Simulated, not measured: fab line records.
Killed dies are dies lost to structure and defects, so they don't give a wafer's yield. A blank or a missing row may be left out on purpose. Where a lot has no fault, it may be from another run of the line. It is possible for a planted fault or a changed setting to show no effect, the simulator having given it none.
Split-lot trial ; flow ritCmos ; 23 wafers read from 5 lots, route of 202 steps

## THE SPLIT
At RIT_SILICIDE_SPUTTER_01 (material Ti, target thk 30 nm, time 240 s), the setting timeS was moved away from the recipe's 240 s on 7 of the 23 wafers read, by +4.9% to +14.9%. This setting was run at the recipe's value on the other wafers.

## THE PATH FROM SPLIT TO READING: the file shows 1 step between them
- RIT_SILICIDE_RS_MEAS_02: measures by four-point-probe

## THE READING
SILICIDE_TI_THK, in nm, at RIT_SILICIDE_THK_MEAS_03 (measures by xrf). On this fab line, fault-free wafers typically give 29.5 nm with a standard deviation of 0.45 nm.

wafer;tool, chamber at the split;timeS as run, s;against the recipe;SILICIDE_TI_THK, nm;against lot-mates on the recipe
L074.1;pvdSputter-04, -;274.2;+14.2%;33.4;+4.2
L074.2;pvdSputter-04, -;274.2;+14.2%;33.5;+4.3
L074.4;pvdSputter-04, -;240;recipe;29.3;-
L074.5;pvdSputter-04, -;240;recipe;29.1;-
L074.6;pvdSputter-04, -;274.2;+14.2%;33.4;+4.2
L078.1;pvdSputter-01, -;240;recipe;30.1;-
L078.2;pvdSputter-01, -;240;recipe;30.0;-
L078.3;pvdSputter-01, -;240;recipe;30.1;-
L078.5;pvdSputter-01, -;240;recipe;29.9;-
L078.6;pvdSputter-01, -;240;recipe;30.0;-
L080.1;pvdSputter-01, -;275.8;+14.9%;34.6;+4.5
L080.2;pvdSputter-01, -;275.8;+14.9%;34.4;+4.3
L080.3;pvdSputter-01, -;240;recipe;30.2;-
L080.5;pvdSputter-01, -;240;recipe;30.0;-
L080.6;pvdSputter-01, -;240;recipe;30.1;-
L081.3;pvdSputter-04, -;240;recipe;29.3;-
L081.4;pvdSputter-04, -;240;recipe;29.2;-
L081.6;pvdSputter-04, -;240;recipe;29.3;-
L083.1;pvdSputter-04, -;251.8;+4.9%;30.3;+1.5
L083.2;pvdSputter-04, -;251.8;+4.9%;30.2;+1.4
L083.3;pvdSputter-04, -;240;recipe;29.0;-
L083.5;pvdSputter-04, -;240;recipe;28.7;-
L083.6;pvdSputter-04, -;240;recipe;28.7;-

FIT RESULTS
A straight line over all 23 wafers: SILICIDE_TI_THK changes by +0.294 nm for each +1% of timeS; r = +0.96; the points scatter about the line by 0.55 nm.
The same after taking each lot's own level away (the mean of its wafers on the recipe; 23 wafers): +0.296 nm for each +1%; r = +1.00; scatter 0.089 nm.
According to that fit, moving timeS by its largest amount changes the reading by 4.4 nm.
Measured against the standard deviation above, the lots' own levels, which go from 28.80 to 30.10 nm, span 2.9 times it.
The two slopes agree, so the slope changes little with the lot-to-lot level.
Check: +4.4 nm against its lot-mates is what the line predicts for one of the wafers moved furthest among these (+14.9%) when that wafer is left out of the fit. Against them it came out at +4.5 nm.

## ADDITIONAL SPLITS CARRIED BY THESE WAFERS
These wafers also went through other splits before the reading. Each is held against what the fit with the lots' levels taken away leaves over:
other split on the same wafers;wafers away from the commonest value;r with SILICIDE_TI_THK (lot level and that fit taken away)
RIT_ACTIVE_CVD_03 tempC;15;+0.05
RIT_ACTIVE_DEVELOP_10 devTempC;12;-0.33
RIT_PWELL_COAT_01 spinRpm;9;-0.26
RIT_NRETRO_IMPLANT_08 doseCm2;5;-0.11
RIT_GATE_CVD_08 tempC;18;+0.02
RIT_REOX_CLEAN_00 tempC;10;+0.01
RIT_PLDD_COAT_01 spinRpm;10;-0.22
RIT_PLDD_SOFTBAKE_02 tempC;11;-0.01
RIT_NSD_COAT_01 spinRpm;8;-0.29

## THE WHOLE CHAIN: every reading that the file lists as answering this split, in the file's order
step;what it does;reading;change (the file's fit);r (the file's)
RIT_SILICIDE_SPUTTER_01;material Ti, target thk 30 nm, time 240 s;Ti_of_SILICIDE_SPUTTER_01.thkNm (the simulator's own value, which no gauge read);+0.302 nm for each +1% of the setting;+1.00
RIT_SILICIDE_RS_MEAS_02;measures by four-point-probe;SILICIDE_TI_RS;-0.514 for each +1% of the setting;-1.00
RIT_SILICIDE_THK_MEAS_03;measures by xrf;SILICIDE_TI_THK;+0.298 for each +1% of the setting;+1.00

## THE FILE'S OWN FIT
SILICIDE_TI_THK changes by +0.298 nm for each +1% of timeS, r = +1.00.
